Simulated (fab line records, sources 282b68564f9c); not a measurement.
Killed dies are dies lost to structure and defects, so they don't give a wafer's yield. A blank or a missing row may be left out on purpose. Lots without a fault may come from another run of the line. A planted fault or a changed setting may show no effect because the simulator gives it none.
A struck lot beside a sound one | flow rit_cmos | 39 steps out of a route of 202
Sound: wafers L982.1, L982.3, L982.6. Struck: wafers L977.1, L977.3, L977.4. The cause comes at the end.
At each step with rows: each side's tool, then ch and its chambers, then its first start. Under that, the readings that differ: sound wafers | struck wafers | difference of the means | sigmas: that difference in standard deviations of wafers without a fault.
alike: readings whose means differ by less than 2 such deviations, and words and numbers that are the same on both sides. not compared: withheld readings, readings that some wafer has no value for, bounds like >300 that may hide the same value, and numbers for which the record gives no deviation and whose values overlap.
The two part at a step that has a row with sigmas, a row that says differs or no value, or rows on one side only. Numbers that don't overlap but have no deviation are shown without sigmas and don't part them. A reading that every wafer of one side lacks parts them only if that side has two wafers or more.

first, 3 steps without rows for these wafers: RIT_GATE_EXPOSE_13 (exposes mask M6, target cd 150 nm); RIT_GATE_PEB_14; RIT_GATE_DEVELOP_15 (develop time 50 s).
RIT_GATE_CD_MEAS_16: target cd 150 nm.
  sound on cd_sem-02, day 6 22:26; struck on cd_sem-01, day 5 23:08
  alike: cd_nm
RIT_GATE_OVL_MEAS_17:
  sound on overlay-02, day 6 22:33; struck on overlay-01, day 5 23:16
  alike: GATE_OVL
then, 1 step without rows for these wafers: RIT_GATE_HARDBAKE_18 (time 60 s).
RIT_GATE_ETCH_19: etches poly-Si in SF6/CHF3/O2, stops on SiO2, time 165 s, target depth 312.5 nm.
  sound on rie_si-02 ch 2,3, day 6 22:44; struck on rie_si-01 ch 0,1,3, day 5 23:26
  alike: chamber_pressure_mTorr, drypump_motor_current_A, oes_product_au, throttle_valve_pct
  not compared: rf_hours_counter_h
RIT_GATE_STRIP_20: strips in O2, time 180 s.
  sound on plasma_asher-01 ch 0,1, day 6 22:51; struck on plasma_asher-03 ch 0,1, day 5 23:33
  alike: chamber_pressure_mTorr, drypump_motor_current_A
  not compared: rf_hours_counter_h
RIT_GATE_CD_MEAS_90: target cd 150 nm.
  sound on cd_sem-02, day 6 23:01; struck on cd_sem-02, day 5 23:44
  alike: cd_nm
then, 3 steps without rows for these wafers: RIT_REOX_CLEAN_00 (cleans in SC1, time 600 s); RIT_REOX_CLEAN_01 (cleans in dHF, time 30 s); RIT_REOX_CLEAN_02 (cleans in SC2, time 600 s).
RIT_REOX_OXIDATION_03: target thk 25.2 nm, ox time 5580 s.
  sound on furnace-03 ch 0, day 6 23:33; struck on furnace-01 ch 0, day 6 02:58
  reading               | sound             | struck            | difference | sigmas
  spike_tc_centre_C (C) | 900.1 903.0 900.1 | 904.8 903.3 904.4 | +3.1       | +3
  spike_tc_load_C (C)   | 918 916 918       | 925 925 924       | +7         | +2
  alike: ox_temp_c_max
RIT_REOX_THK_MEAS_04:
  sound on film_metro-04, day 7 02:06; struck on film_metro-02, day 6 05:31
  reading             | sound          | struck         | difference | sigmas
  REOX_OXIDE_THK (nm) | 25.7 25.4 25.6 | 41.4 41.8 42.0 | +16.2      | +29
then, 6 steps without rows for these wafers: RIT_NLDD_HMDS_00 (prime time 60 s); RIT_NLDD_COAT_01 (resist thk 1000 nm); RIT_NLDD_SOFTBAKE_02 (time 60 s); RIT_NLDD_EXPOSE_03 (exposes mask M7, target cd 40700 nm); RIT_NLDD_PEB_04; RIT_NLDD_DEVELOP_05 (develop time 50 s).
RIT_NLDD_OVL_MEAS_06:
  sound on overlay-01, day 7 03:01; struck on overlay-02, day 6 06:45
  alike: NLDD_OVL
then, 2 steps without rows for these wafers: RIT_NLDD_HARDBAKE_07 (time 60 s); RIT_NLDD_IMPLANT_08.
RIT_NLDD_STRIP_09: strips in O2, time 180 s.
  sound on plasma_asher-04 ch 0, day 7 03:21; struck on plasma_asher-02 ch 0,1, day 6 07:15
  reading                     | sound       | struck      | difference | sigmas
  drypump_motor_current_A (A) | 5.2 5.2 5.2 | 6.2 6.2 6.0 | +0.9       | +2
  alike: chamber_pressure_mTorr
  not compared: rf_hours_counter_h
RIT_NLDD_TW_MEAS_10:
  sound on film_metro-03, day 7 03:32; struck on film_metro-01, day 6 07:25
  alike: NLDD_TW
then, 6 steps without rows for these wafers: RIT_PLDD_HMDS_00 (prime time 60 s); RIT_PLDD_COAT_01 (resist thk 1000 nm); RIT_PLDD_SOFTBAKE_02 (time 60 s); RIT_PLDD_EXPOSE_03 (exposes mask M8, target cd 40900 nm); RIT_PLDD_PEB_04; RIT_PLDD_DEVELOP_05 (develop time 50 s).
RIT_PLDD_OVL_MEAS_06:
  sound on overlay-02, day 7 04:26; struck on overlay-01, day 6 08:47
  alike: PLDD_OVL
then, 2 steps without rows for these wafers: RIT_PLDD_HARDBAKE_07 (time 60 s); RIT_PLDD_IMPLANT_08.
RIT_PLDD_STRIP_09: strips in O2, time 180 s.
  sound on plasma_asher-03 ch 0,1, day 7 04:46; struck on plasma_asher-04 ch 0,1, day 6 09:11
  alike: chamber_pressure_mTorr, drypump_motor_current_A
  not compared: rf_hours_counter_h
RIT_PLDD_TW_MEAS_10:
  sound on film_metro-01, day 7 04:57; struck on film_metro-02, day 6 09:22
  alike: PLDD_TW
RIT_SPACER_CLEAN_00: cleans in SC1, time 600 s.
  sound on wet_bench-04 ch 2, day 7 05:01; struck on wet_bench-02 ch 0, day 6 09:25
  reading                                     | sound             | struck            | difference | sigmas
  model.SiO2_of_REOX_OXIDATION_03.thk_nm (nm) | 23.65 23.47 23.69 | 38.23 38.57 38.78 | +14.92     |
then, 1 step without rows for these wafers: RIT_SPACER_CLEAN_01 (cleans in dHF, time 30 s).
RIT_M1_PROBE_99:
  the record has rows for the struck wafers here (prober-02, day 7 00:18) and none for the sound ones

WHERE THEY PART
First at RIT_REOX_OXIDATION_03; last, within this record, at RIT_M1_PROBE_99.

WHY: what the simulator had put in
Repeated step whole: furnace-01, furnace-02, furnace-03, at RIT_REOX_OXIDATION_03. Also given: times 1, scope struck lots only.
